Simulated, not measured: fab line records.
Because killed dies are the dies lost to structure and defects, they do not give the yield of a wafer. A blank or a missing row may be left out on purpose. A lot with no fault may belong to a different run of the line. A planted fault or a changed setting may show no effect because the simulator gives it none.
Which tool is to blame? ; flow ritCmos ; Sampling: 14 lots, 42 wafers, 2 of 202 route steps

## WHAT THE GAUGES READ, wafer by wafer
RIT_NRETRO_TW_MEAS_10.
lot;measured;on;NRETRO_TW
L447;day 2 09:08;filmMetro-04;1049 1051 1049
L448;day 2 11:13;filmMetro-02;1044 1047 1043
L449;day 2 16:58;filmMetro-03;1040 1048 1044
L450;day 2 22:28;filmMetro-03;1043 1050 1042
L451;day 3 04:42;filmMetro-04;1044 1038 1043
L452;day 3 10:44;filmMetro-02;969 968 963
L454;day 3 18:41;filmMetro-02;1051 1043 1043
L456;day 4 07:58;filmMetro-02;968 965 965
L461;day 5 04:06;filmMetro-04;1046 1042 1042
L465;day 6 08:52;filmMetro-02;1041 1037 1034
L467;day 6 14:48;filmMetro-04;1054 1054 1053
L468;day 6 17:00;filmMetro-03;1057 1053 1058
L469;day 6 21:27;filmMetro-03;1053 1052 1059
L470;day 7 04:02;filmMetro-03;1050 1054 1055

## TOOL THAT RAN EACH LOT (tool first, then ch and the chambers of the sampled wafers, then the start)
lot;RIT_NRETRO_IMPLANT_08
L447;implanter-04 ch 0, day 2 08:49
L448;implanter-04 ch 0, day 2 10:55
L449;implanter-04 ch 0, day 2 16:40
L450;implanter-04 ch 0, day 2 22:10
L451;implanter-03 ch 0, day 3 04:22
L452;implanter-04 ch 0, day 3 10:27
L454;implanter-03 ch 0, day 3 18:23
L456;implanter-04 ch 0, day 4 07:39
L461;implanter-03 ch 0, day 5 03:47
L465;implanter-01 ch 0, day 6 08:32
L467;implanter-01 ch 0, day 6 14:31
L468;implanter-04 ch 0, day 6 16:40
L469;implanter-01 ch 0, day 6 21:09
L470;implanter-03 ch 0, day 7 03:45
- RIT_NRETRO_IMPLANT_08

## AS READ BY THE TOOLS THEMSELVES (means over the sampled wafers that have a number; for cases with no such wafer, the mark the record gives instead)
RIT_NRETRO_IMPLANT_08.
lot;tool;doseIonsCm2;faradayCurrentUA
L447;implanter-04;9.9893e+12;32.0
L448;implanter-04;1.0005e+13;31.9
L449;implanter-04;9.9943e+12;31.5
L450;implanter-04;1.0001e+13;32.1
L451;implanter-03;1.0027e+13;31.2
L452;implanter-04;7.8007e+12;24.8
L454;implanter-03;9.9993e+12;31.5
L456;implanter-04;7.8087e+12;24.8
L461;implanter-03;9.9920e+12;32.0
L465;implanter-01;1.0000e+13;32.3
L467;implanter-01;1.0003e+13;32.1
L468;implanter-04;9.9857e+12;32.0
L469;implanter-01;1.0008e+13;31.9
L470;implanter-03;1.0009e+13;31.9

## THE ANSWER, worked out from the rows above alone
Rule: what is usual is taken from the lots themselves. Put in order of their means at a reading, lots are off if they are a third of the lots or fewer, leave a main group of 4 or more, and stand apart from it by a gap of 3 or more times the standard deviation of the main group's means; of several such gaps the widest counts. If all means in a main group match to the digits the tables above print for the reading, that group is not used. A lot without any number at a reading at which 4 lots or more have one is off too. All remaining lots with rows at the step are treated as sound. First the gauges in route order, then the tools' own readings, where a lot's mean is used as printed above. At the first step where some lot is off, the reading lying furthest off is the one used; lots without a number count as furthest.
Off: at RIT_NRETRO_TW_MEAS_10 (NRETRO_TW), L452, L456. Mean 1047 and standard deviation 5.6 in the main group.
If a tool, at a process step before that reading, ran all the lots that are off and no sound lot after the first of them, it fits. The gauges at RIT_NRETRO_TW_MEAS_10 aren't tried: what is off there is off at RIT_NRETRO_IMPLANT_08 too, on other tools, and a gauge's error can't cause that. Not one of the candidates tried fits.

## WHAT WAS PUT IN BY THE SIMULATOR
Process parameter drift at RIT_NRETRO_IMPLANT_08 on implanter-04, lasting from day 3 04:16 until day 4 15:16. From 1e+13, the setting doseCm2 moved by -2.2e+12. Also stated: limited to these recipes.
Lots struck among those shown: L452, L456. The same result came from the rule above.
